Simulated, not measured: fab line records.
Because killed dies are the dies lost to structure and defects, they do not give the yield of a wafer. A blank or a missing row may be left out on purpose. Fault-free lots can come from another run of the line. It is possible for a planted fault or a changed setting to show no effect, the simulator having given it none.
fab line records	flow rit_cmos
[record] lots = 14	wafers = 42	last_day = 7
route steps=202 shown FOX2@23
lots untouched by any fault: they come from a run of this same line in which no faults occurred
start_h: the number of hours between the record's first day and the start of the first shown wafer of the lot	wait_h: time in hours since the lot's previous step	" identical to the entry in the row above	L1.1+2: several wafers, shown together as one row	- no value present, or no start provided	* or withheld: withheld	< > ~ a bound
route shown NAME@n: a module of which the file shows steps, and the number in the route of the first	usual: average and standard deviation across the fault-free wafers	same: alike in all rows	chamber/n: place in a boat	sites: readings site by site	_std_site: standard deviation of those values	_edge_site: outer sites' mean less inner sites'	radius_mm: for every site, how far away it sits from the centre of the wafer	mask NAME#n: copy n	behind: the last tool/chamber to shape the wafer	hold: reason for holding the lot/hours on hold/outcome of the hold	device: which transistor (n, p or np) failed to switch	end of line: the tests these same wafers got at the end of their route	a step without rows: its recipe alone	killed: dies that structure and defects cost at the first sort, which is not the same as the wafer's yield	map: the dies of a wafer, with x for killed, . for not killed, _ for no die there
set.NAME: the setting as run; set.NAME@STEP: as run at that earlier step	model.NAME: the simulator's own value behind a step, which no gauge read
route steps across a sampled set of lots; one table per step, one row per wafer
services: the hour from which a tool's chamber was out of use, counted from the record's first day as start_h (under 0 if before that day), plus the number of hours and why
[[steps]]
[step RIT_FOX2_OXIDATION_00]
[recipe] temp_c = 1100	ambient = H2O	target_thk_a = 3507	p_h2o_torr = 720	ox_time_s = 1130
[usual] ox_temp_c = 1100.0/0.53	ox_temp_c_max = 1106.7/2
lot.wafer	tool	chamber	start_h	wait_h	ox_temp_c	ox_temp_c_max
L160.1	furnace-02	0	23.98	0.0	1100.1	1107.4
L160.4	"	0	"	"	1100.2	1104.9
L160.5	"	0	"	"	1100.5	1105.2
L162.3	furnace-02	0	27.80	0.0	1100.0	1105.8
L162.4	"	0	"	"	1100.0	1107.2
L162.5	"	0	"	"	1100.5	1104.7
L163.2	furnace-03	0	38.93	2.8	1101.2	1109.0
L163.5	"	0	"	"	1100.0	1107.7
L163.6	"	0	"	"	1099.7	1108.3
L164.1	furnace-03	0	40.25	0.9	1100.3	1110.8
L164.2	"	0	"	"	1099.9	1107.7
L164.3	"	0	"	"	1099.3	1110.4
L165.1	furnace-03	0	43.30	0.0	1098.7	1111.5
L165.3	"	0	"	"	1100.4	1110.9
L165.4	"	0	"	"	1099.2	1107.5
L167.3	furnace-02	0	56.10	1.1	1100.3	1104.8
L167.5	"	0	"	"	1100.3	1105.0
L167.6	"	0	"	"	1100.8	1106.6
L171.1	furnace-03	-	73.80	1.3	-	-
L171.3	"	-	"	"	-	-
L171.4	"	-	"	"	-	-
L172.1	furnace-02	-	79.29	0.0	-	-
L172.2	"	-	"	"	-	-
L172.6	"	-	"	"	-	-
L174.1	furnace-02	0	92.69	0.0	1099.8	1106.2
L174.5	"	0	"	"	1099.9	1105.1
L174.6	"	0	"	"	1099.4	1105.6
L177.3	furnace-04	0	111.47	2.4	1099.8	1104.8
L177.4	"	0	"	"	1100.2	1105.3
L177.5	"	0	"	"	1100.3	1105.5
L178.2	furnace-04	0	111.47	2.4	1101.5	1106.2
L178.5	"	0	"	"	1100.4	1105.4
L178.6	"	0	"	"	1100.9	1105.6
L179.1	furnace-03	0	115.37	1.1	1099.1	1108.6
L179.3	"	0	"	"	1099.9	1108.1
L179.5	"	0	"	"	1100.7	1110.1
L181.2	furnace-02	0	128.13	0.0	1099.1	1105.0
L181.5	"	0	"	"	1099.9	1107.2
L181.6	"	0	"	"	1100.3	1105.6
L183.4	furnace-03	0	132.01	0.0	1099.4	1108.7
L183.5	"	0	"	"	1100.4	1108.9
L183.6	"	0	"	"	1099.8	1110.3
[[services]]
tool	chamber	start_h	hours	kind
furnace-03	-	55.27	3.5	pm
furnace-02	-	72.14	3.2	pm
furnace-04	-	114.10	3.2	pm
[[key]]
[first_sign] step = RIT_FOX2_OXIDATION_00	reading = tool_record	direction = missing
effect none on later readings
met_at RIT_FOX2_OXIDATION_00
struck_lots L171,L172
later_rows_left_out L171.1,L171.3,L171.4,L172.1,L172.2,L172.6
sort_left_out L171.1,L171.3,L171.4,L172.1,L172.2,L172.6
tester_left_out L171,L172
onset_between 56.10 73.80
[fault] kind = skipped_step_whole	tool = furnace-02,furnace-03	chamber = -	onset_h = 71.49	steps = RIT_FOX2_OXIDATION_00	scope = struck_lots_only
// tester_left_out: of these lots the tester's yield and bins aren't shown, on N5 and GAA mostly nor the transistor test; their killed dies are dies lost to structure and defects alone, not to doping, threshold or leakage, so they don't give the yield
// sort_left_out: the simulated sort isn't trusted on such a fault, so these wafers' sort isn't shown, and their yield isn't known
// later_rows_left_out: the simulator's readings of these wafers behind a module that went badly wrong aren't trusted and aren't shown, but for the sort
